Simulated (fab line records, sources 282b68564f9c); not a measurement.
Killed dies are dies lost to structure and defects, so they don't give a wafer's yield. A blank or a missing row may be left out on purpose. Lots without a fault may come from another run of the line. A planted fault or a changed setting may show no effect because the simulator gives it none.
One fault seen from 2 desks | flow rit_cmos | each desk has only its own numbers; what lay behind them comes last

THE METROLOGY DESK
What the gauges read, lot by lot, whatever tool the lot ran on: means of the sampled wafers that have a number. A lot is out of limits, marked OUT, if its mean lies more than 4 standard deviations from the usual mean; the brackets give that distance.
Columns: A = NRETRO_OVL at RIT_NRETRO_OVL_MEAS_06, usual 0.5 nm
lot  | first seen here | A
L382 | day 2 07:04     | 0.3
L384 | day 2 17:38     | 0.9
L385 | day 2 22:18     | -0.2
L386 | day 3 02:48     | 1.3
L387 | day 3 07:10     | 0.5
L388 | day 3 15:40     | -0.1
L391 | day 4 08:49     | 1.1
L392 | day 4 13:29     | 0.3
L393 | day 4 16:24     | -0.6
L394 | day 4 21:20     | 0.2
L395 | day 5 03:32     | 1.8
L396 | day 5 10:58     | 1.9
L398 | day 5 20:55     | 0.9
L401 | day 6 10:02     | -0.9
This desk's finding: nothing out of limits on any of the 14 lots.

THE TOOL OWNER'S DESK: rie_diel-03
The tool's own readings at RIT_CONTACT_ETCH_11 (etches SiO2 in CHF3/CF4/Ar, stops on TiSi2, target depth 480 nm, time 320 s): means of the sampled wafers that have a number, for each lot that ran on this tool. A lot is out of limits, marked OUT, if its mean lies more than 4 standard deviations from the usual mean; the brackets give that distance.
Columns: A = drypump_motor_current_A at RIT_CONTACT_ETCH_11, usual 5.8 A; B = oes_product_au at RIT_CONTACT_ETCH_11, usual 0.993 a.u.; C = throttle_valve_pct at RIT_CONTACT_ETCH_11, usual 8.89 %
lot  | first seen here | A   | B     | C
L387 | day 4 12:47     | 6.2 | 0.995 | 8.84
L393 | day 5 19:09     | 6.0 | 0.998 | 8.86
L395 | day 6 08:50     | 5.7 | 0.992 | 8.88
L398 | day 6 23:37     | 6.2 | 0.996 | 8.84
L401 | day 7 07:52     | 6.2 | 0.995 | 8.84
This desk's finding: nothing out of limits on any of the 5 lots.

PUT TOGETHER
The metrology desk saw nothing out of limits.
The tool owner's desk saw nothing out of limits.

WHAT THE SIMULATOR HAD PUT IN
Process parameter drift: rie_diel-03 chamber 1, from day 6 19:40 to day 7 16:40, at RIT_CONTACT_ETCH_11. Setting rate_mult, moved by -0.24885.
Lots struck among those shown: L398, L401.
